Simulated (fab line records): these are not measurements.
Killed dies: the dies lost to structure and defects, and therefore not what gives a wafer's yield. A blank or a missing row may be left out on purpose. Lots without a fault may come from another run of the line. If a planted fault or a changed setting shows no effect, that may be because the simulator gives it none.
Which tool is to blame?	flow rit cmos	Sampling: 14 lots, 42 wafers, 5 of 202 route steps

## WHAT EACH GAUGE READ, for each wafer
RIT_FOX1_THK_MEAS_01.
lot	measured	on	FOX1_OXIDE_THK (nm)
L442	day 1 16:54	film metro-03	360 362 362
L443	day 1 22:00	film metro-03	342 343 342
L445	day 2 09:53	film metro-02	338 346 348
L447	day 2 17:57	film metro-03	349 344 352
L448	day 2 23:59	film metro-02	357 360 358
L449	day 3 04:40	film metro-03	342 342 336
L450	day 3 10:23	film metro-04	342 345 341
L451	day 3 13:50	film metro-02	354 351 351
L452	day 3 19:59	film metro-02	350 353 351
L455	day 4 10:00	film metro-02	340 338 341
L456	day 4 15:40	film metro-04	354 349 350
L459	day 5 05:57	film metro-02	356 349 356
L460	day 5 10:55	film metro-04	432 432 434
L461	day 5 16:30	film metro-04	440 430 439

RIT_PRETRO_OVL_MEAS_06.
lot	measured	on	PRETRO_OVL (nm)
L442	day 2 07:26	overlay-01	0.4 -0.3 0.2
L443	day 2 12:53	overlay-02	-2.4 -2.3 -1.4
L445	day 2 23:25	overlay-01	-1.0 -2.1 -0.6
L447	day 3 07:51	overlay-01	-0.1 1.8 -0.9
L448	day 3 14:08	overlay-01	0.1 0.0 -0.4
L449	day 3 18:30	overlay-02	-0.9 -2.5 -1.3
L450	day 3 23:47	overlay-01	0.0 -1.1 0.6
L451	day 4 03:40	overlay-01	1.5 0.6 0.4
L452	day 4 09:38	overlay-02	-1.4 -0.2 -0.1
L455	day 4 23:44	overlay-02	-0.2 -0.5 0.1
L456	day 5 05:47	overlay-02	-4.6 -3.1 -4.3
L459	day 5 19:42	overlay-01	-3.0 -2.0 -1.3
L460	day 6 00:25	overlay-02	-2.2 0.3 -0.8
L461	day 6 06:52	overlay-01	-1.6 -1.9 -0.5

RIT_PLDD_OVL_MEAS_06.
lot	measured	on	PLDD_OVL (nm)
L442	day 2 19:31	overlay-01	-0.9 -0.7 -0.8
L443	day 3 01:06	overlay-01	1.3 0.8 1.8
L445	day 3 13:11	overlay-02	-1.0 -2.4 -1.9
L447	day 3 21:25	overlay-02	-0.6 1.0 0.1
L448	day 4 01:52	overlay-02	-4.1 -2.1 -3.2
L449	day 4 07:10	overlay-02	0.0 0.7 -2.1
L450	day 4 11:16	overlay-01	0.8 3.1 3.4
L451	day 4 16:39	overlay-02	-0.4 -0.7 -0.4
L452	day 4 22:13	overlay-01	1.6 1.4 1.6
L455	day 5 11:18	overlay-01	1.2 1.3 0.7
L456	day 5 17:57	overlay-02	-0.5 -0.5 0.6
L459	day 6 07:36	overlay-01	-2.6 -1.9 -0.8
L460	day 6 14:22	overlay-01	0.2 1.3 0.0
L461	day 6 19:33	overlay-01	-0.4 -0.1 0.1

RIT_SPACER_THK_MEAS_04.
lot	measured	on	SPACER_NITRIDE_THK (nm)
L442	day 2 23:21	film metro-04	254.3 253.5 251.4
L443	day 3 03:58	film metro-03	248.8 250.4 249.7
L445	day 3 17:01	film metro-02	248.5 251.3 250.3
L447	day 4 00:16	film metro-02	253.1 248.5 250.7
L448	day 4 05:51	film metro-03	250.2 249.8 250.2
L449	day 4 10:03	film metro-04	251.2 248.3 248.6
L450	day 4 15:07	film metro-02	253.2 252.4 251.1
L451	day 4 19:31	film metro-02	249.1 251.0 251.0
L452	day 5 01:14	film metro-04	252.7 253.6 252.7
L455	day 5 14:09	film metro-02	251.7 250.7 252.1
L456	day 5 20:48	film metro-04	247.1 246.4 246.3
L459	day 6 10:29	film metro-04	245.8 247.6 247.8
L460	day 6 17:13	film metro-02	248.5 246.3 249.2
L461	day 6 22:25	film metro-04	251.8 251.3 252.1

## WHICH TOOL RAN EACH LOT (tool, then ch and the chambers of the sampled wafers, then the start)
lot	RIT_FOX1_OXIDATION_00
L442	furnace-01 ch 0, day 1 15:34
L443	furnace-02 ch 0, day 1 20:41
L445	furnace-04 ch 0, day 2 08:34
L447	furnace-04 ch 0, day 2 16:38
L448	furnace-02 ch 0, day 2 22:39
L449	furnace-04 ch 0, day 3 03:20
L450	furnace-01 ch 0, day 3 09:03
L451	furnace-01 ch 0, day 3 12:31
L452	furnace-01 ch 0, day 3 18:40
L455	furnace-04 ch 0, day 4 08:41
L456	furnace-01 ch 0, day 4 14:21
L459	furnace-01 ch 0, day 5 04:38
L460	furnace-01 ch 0, day 5 09:37
L461	furnace-01 ch 0, day 5 15:11
- RIT_FOX1_OXIDATION_00: target thk 350.7 nm, ox time 1130 s.

## WHAT THE TOOLS THEMSELVES READ (means of the sampled wafers that have a number; where no wafer has one, the mark that the record gives instead)
RIT_FOX1_OXIDATION_00.
lot	tool	ox temp c (C)	tube center temp C (C)
L442	furnace-01	1099.2	1100
L443	furnace-02	1100.5	1100
L445	furnace-04	1100.1	1100
L447	furnace-04	1099.9	1100
L448	furnace-02	1100.4	1100
L449	furnace-04	1099.4	1100
L450	furnace-01	1099.6	1100
L451	furnace-01	1100.3	1100
L452	furnace-01	1100.2	1100
L455	furnace-04	1099.5	1100
L456	furnace-01	1099.7	1100
L459	furnace-01	1100.4	1100
L460	furnace-01	1100.7	1100
L461	furnace-01	1099.2	1100

## THE ANSWER, worked out from the rows above alone
Rule: the lots themselves supply what counts as usual. Put in order of their means at a reading, lots are off if they are a third of the lots or fewer, leave a main group of 4 or more, and stand apart from it by a gap of 3 or more times the standard deviation of the main group's means; of several such gaps the widest counts. A main group whose means are all the same, to the digits that the tables above print for the reading, isn't used. A lot without any number at a reading at which 4 lots or more have one is off too. Any other lot the step has rows for is counted as sound. After the gauges, taken in route order, come the tools' own readings; for these a lot's mean is taken, as printed above. At the first step where some lot is off, the reading lying furthest off is the one used; lots without a number count as furthest.
Off: L460, L461, seen at RIT_FOX1_THK_MEAS_01 (FOX1_OXIDE_THK). The main group: mean 349 nm, standard deviation 6.8.
If a tool, at a process step before that reading, ran all the lots that are off and no sound lot after the first of them, it fits. The gauges at RIT_FOX1_THK_MEAS_01 are tried like those tools. This does not decide it: 2 tools fit, namely furnace-01 at RIT_FOX1_OXIDATION_00 and film metro-04 at RIT_FOX1_THK_MEAS_01.

## WHAT HAD BEEN PUT IN BY THE SIMULATOR
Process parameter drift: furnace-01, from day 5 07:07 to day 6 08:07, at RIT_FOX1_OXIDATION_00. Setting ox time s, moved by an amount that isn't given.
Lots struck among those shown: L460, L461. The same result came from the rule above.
